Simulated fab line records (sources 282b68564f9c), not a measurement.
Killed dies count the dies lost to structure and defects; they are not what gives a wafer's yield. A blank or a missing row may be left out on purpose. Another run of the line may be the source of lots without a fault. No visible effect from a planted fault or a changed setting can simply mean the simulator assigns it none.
Which of the tools did it? | flow ritCmos | 14 lots with 42 wafers sampled at 3 steps, on a route of 202 steps

## WHAT THE GAUGES SHOWED, per wafer
RIT_NWELL_TW_MEAS_10. Usual: NWELL_TW gives 2148 (standard deviation 16).
lot  | measured    | on           | NWELL_TW       | flag
L853 | day 1 22:23 | filmMetro-03 | 2156 2158 2151 | 
L855 | day 2 12:08 | filmMetro-03 | 2162 2161 2165 | 
L857 | day 2 18:14 | filmMetro-03 | 2157 2157 2145 | 
L858 | day 3 00:53 | filmMetro-04 | 2130 2129 2120 | 
L859 | day 3 05:01 | filmMetro-01 | 2131 2140 2154 | 
L860 | day 3 11:36 | filmMetro-03 | 2164 2153 2153 | 
L863 | day 4 00:29 | filmMetro-04 | 2148 2137 2134 | 
L864 | day 4 08:04 | filmMetro-03 | 2158 2156 2164 | 
L866 | day 4 16:29 | filmMetro-01 | 2137 2139 2131 | 
L867 | day 4 21:50 | filmMetro-03 | 2424 2421 2431 | OFF
L868 | day 5 04:02 | filmMetro-04 | 2375 2377 2381 | OFF
L873 | day 6 02:21 | filmMetro-01 | 2150 2150 2140 | 
L874 | day 6 07:14 | filmMetro-03 | 2165 2175 2165 | 
L875 | day 6 12:16 | filmMetro-04 | 2117 2105 2105 | 

RIT_WELLDRIVE_RS_MEAS_01: measures by four-point-probe. Usual: NWELL_RS gives 275.5 ohm/sq (standard deviation 0.92).
lot  | measured    | on           | NWELL_RS (ohm/sq) | flag
L853 | day 2 05:05 | filmMetro-03 | 275.9 275.8 275.8 | 
L855 | day 2 19:25 | filmMetro-03 | 274.3 274.9 274.5 | 
L857 | day 3 01:04 | filmMetro-03 | 277.0 276.9 277.5 | 
L858 | day 3 07:35 | filmMetro-04 | 276.4 276.0 275.1 | 
L859 | day 3 14:05 | filmMetro-03 | 276.5 276.9 276.4 | 
L860 | day 3 20:28 | filmMetro-04 | 274.5 276.0 276.0 | 
L863 | day 4 09:29 | filmMetro-04 | 273.7 274.4 274.2 | 
L864 | day 4 14:53 | filmMetro-04 | 276.6 276.1 276.2 | 
L866 | day 5 00:23 | filmMetro-03 | 274.9 275.3 276.1 | 
L867 | day 5 05:28 | filmMetro-04 | 222.5 222.5 222.6 | OFF
L868 | day 5 11:42 | filmMetro-03 | 223.1 223.2 223.8 | OFF
L873 | day 6 09:38 | filmMetro-04 | 274.4 275.9 274.5 | 
L874 | day 6 14:50 | filmMetro-03 | 275.6 275.8 275.0 | 
L875 | day 6 20:16 | filmMetro-01 | 276.8 276.4 276.3 | 

## WHAT TOOL EACH LOT RAN ON (gives the tool, then ch and the chambers of the sampled wafers, and finally the start)
lot  | RIT_NWELL_IMPLANT_08
L853 | implanter-04 ch 0, day 1 22:04
L855 | implanter-02 ch 0, day 2 11:50
L857 | implanter-04 ch 0, day 2 17:55
L858 | implanter-04 ch 0, day 3 00:34
L859 | implanter-04 ch 0, day 3 04:41
L860 | implanter-01 ch 0, day 3 11:08
L863 | implanter-02 ch 0, day 4 00:11
L864 | implanter-01 ch 0, day 4 07:45
L866 | implanter-02 ch 0, day 4 16:11
L867 | implanter-01 ch 0, day 4 21:32
L868 | implanter-01 ch 0, day 5 03:42
L873 | implanter-04 ch 0, day 6 02:02
L874 | implanter-04 ch 0, day 6 06:57
L875 | implanter-04 ch 0, day 6 11:57
- RIT_NWELL_IMPLANT_08

## WHAT THE TOOLS THEMSELVES READ (means of the sampled wafers that have a number; where no wafer has one, the mark that the record gives instead)
RIT_NWELL_IMPLANT_08. Usual: doseIonsCm2 5.001e+13, standard deviation 5.4e+10; faradayCurrentUA 158, standard deviation 3.1.
lot  | tool         | doseIonsCm2 | faradayCurrentUA | flag
L853 | implanter-04 | 5.002e+13   | 158              | 
L855 | implanter-02 | 4.995e+13   | 159              | 
L857 | implanter-04 | 4.995e+13   | 159              | 
L858 | implanter-04 | 5.003e+13   | 157              | 
L859 | implanter-04 | 5.001e+13   | 158              | 
L860 | implanter-01 | 4.999e+13   | 159              | 
L863 | implanter-02 | 5.000e+13   | 161              | 
L864 | implanter-01 | 5.005e+13   | 159              | 
L866 | implanter-02 | 5.003e+13   | 160              | 
L867 | implanter-01 | 7.099e+13   | 225              | OFF
L868 | implanter-01 | 7.107e+13   | 230              | OFF
L873 | implanter-04 | 5.005e+13   | 162              | 
L874 | implanter-04 | 5.000e+13   | 156              | 
L875 | implanter-04 | 5.006e+13   | 158              | 

## THE ANSWER, worked out from the rows above alone
Rule: a lot counts as off when the mean over its wafers that have a number is more than 3 standard deviations away from the usual mean. A lot without any number at a reading at which 4 lots or more have one is off too. Any other lot the step has rows for is counted as sound. After the gauges, taken in route order, come the tools' own readings; for these a lot's mean is taken, as printed above. At the first step where some lot is off, the reading lying furthest off is the one used; lots without a number count as furthest.
Off: L867, L868, seen at RIT_NWELL_TW_MEAS_10 (NWELL_TW).
If a tool, at a process step before that reading, ran all the lots that are off and no sound lot after the first of them, it fits. Not tried: the gauges at RIT_NWELL_TW_MEAS_10; whatever is off there is also off at RIT_NWELL_IMPLANT_08, on other tools, and gauge error can't account for it. One candidate fits, namely implanter-01 at RIT_NWELL_IMPLANT_08. Its last sound lot is L864 (day 4 07:45), its first lot that is off L867 (day 4 21:32): a fault that began between those two fits.
The tool's own readings at RIT_NWELL_IMPLANT_08 bear it out: on the lots that are off they differ by more than 5 times the standard deviation of the sound lots' means. doseIonsCm2 reads 7.103e+13 there against 5.001e+13 on the sound lots; faradayCurrentUA reads 228 there against 159 on the sound lots.

## WHAT THE SIMULATOR HAD INSERTED
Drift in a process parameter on implanter-01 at RIT_NWELL_IMPLANT_08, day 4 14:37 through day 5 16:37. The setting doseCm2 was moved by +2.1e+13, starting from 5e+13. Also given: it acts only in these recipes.
Struck lots among those shown: L867, L868. The rule above found the same.
